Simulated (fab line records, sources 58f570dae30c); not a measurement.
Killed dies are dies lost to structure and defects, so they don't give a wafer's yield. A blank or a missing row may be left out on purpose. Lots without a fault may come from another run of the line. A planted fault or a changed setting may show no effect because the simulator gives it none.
A struck lot beside a sound one | flow berkeley_cmos170 | 16 steps out of a route of 331
Sound: wafers L766.2, L766.3, L766.4. Struck: wafers L763.3, L763.4, L763.6. The cause comes at the end.
At each step with rows: each side's tool, then ch and its chambers, then its first start. Under that, the readings that differ: sound wafers | struck wafers | difference of the means | sigmas: that difference in standard deviations of wafers without a fault.
alike: readings whose means differ by less than 2 such deviations, and words and numbers that are the same on both sides. not compared: withheld readings, readings that some wafer has no value for, bounds like >300 that may hide the same value, and numbers for which the record gives no deviation and whose values overlap.
The two part at a step that has a row with sigmas, a row that says differs or no value, or rows on one side only. Numbers that don't overlap but have no deviation are shown without sigmas and don't part them. A reading that every wafer of one side lacks parts them only if that side has two wafers or more.

first, 1 step without rows for these wafers: UCB170_M2_SOFTBAKE_06 (time 60 s).
UCB170_M2_STRIP_07: strips in O2.
  sound on plasma_asher-01 ch 0,1, day 10 13:50; struck on plasma_asher-02 ch 0,1, day 10 08:04
  alike: drypump_motor_current_A, oes_product_au, strip_time_to_endpoint_s
  not compared: rf_hours_counter_h
then, 7 steps without rows for these wafers: UCB170_M2_STRIP_08 (strips KrF in DMSO, time 600 s); UCB170_M2_COAT_09; UCB170_M2_COAT_10 (resist thk 900 nm); UCB170_M2_SOFTBAKE_11 (time 60 s); UCB170_M2_EXPOSE_12 (exposes mask METAL2, target cd 700 nm); UCB170_M2_PEB_13; UCB170_M2_DEVELOP_14 (develop time 45 s).
UCB170_M2_CD_MEAS_15: target cd 700 nm.
  sound on cd_sem-01, day 10 16:20; struck on cd_sem-02, day 10 09:43
  alike: cd_nm
UCB170_M2_OVL_MEAS_16:
  sound on overlay-01, day 10 16:26; struck on overlay-02, day 10 09:48
  reading     | sound  | struck    | difference | sigmas
  M2_OVL (nm) | 5 10 2 | -12 -5 -4 | -13        | -2
UCB170_M2_ETCH_17: etches BARC in N2/H2.
  sound on rie_diel-01 ch 1,2,3, day 10 16:28; struck on rie_diel-03 ch 0,1,3, day 10 09:50
  alike: drypump_motor_current_A, h2_flow_sccm, oes_product_au, throttle_valve_pct
UCB170_M2_METAL_ETCH_18: etches Al in Cl2/BCl3, stops on SiO2, target depth 1170 nm, time 195 s.
  sound on rie_metal-03 ch 0,1, day 10 16:30; struck on rie_metal-04 ch 0,1, day 10 09:56
  reading                             | sound             | struck                  | difference | sigmas
  oes_product_au (a.u.)               | 0.839 0.834 0.859 | 0.900 0.874 0.901       | +0.048     | +3
  over_etch_frac                      | 0.3 0.3 0.3       | 0.24307 0.24307 0.24307 | -0.05693   |
  model.KrF_of_M2_COAT_10.thk_nm (nm) | 213.6 210.6 213.3 | 237.8 243.9 246.5       | +30.2      |
  alike: drypump_motor_current_A, throttle_valve_pct
  not compared: rf_hours_counter_h
UCB170_M2_STRIP_19: strips in O2.
  sound on plasma_asher-01 ch 0,1, day 10 16:41; struck on plasma_asher-01 ch 0,1, day 10 10:05
  reading               | sound             | struck            | difference | sigmas
  oes_product_au (a.u.) | 0.542 0.542 0.545 | 0.572 0.582 0.578 | +0.034     | +4
  alike: drypump_motor_current_A
  not compared: rf_hours_counter_h
UCB170_M2_CD_MEAS_90: target cd 700 nm.
  sound on cd_sem-02, day 10 16:49; struck on cd_sem-02, day 10 10:12
  alike: cd_nm
UCB170_M3_PROBE_99:
  the record has rows for the struck wafers here (prober-02, day 10 18:31) and none for the sound ones

WHERE THEY PART
First at UCB170_M2_OVL_MEAS_16; last, within this record, at UCB170_M3_PROBE_99.

WHY: what the simulator had put in
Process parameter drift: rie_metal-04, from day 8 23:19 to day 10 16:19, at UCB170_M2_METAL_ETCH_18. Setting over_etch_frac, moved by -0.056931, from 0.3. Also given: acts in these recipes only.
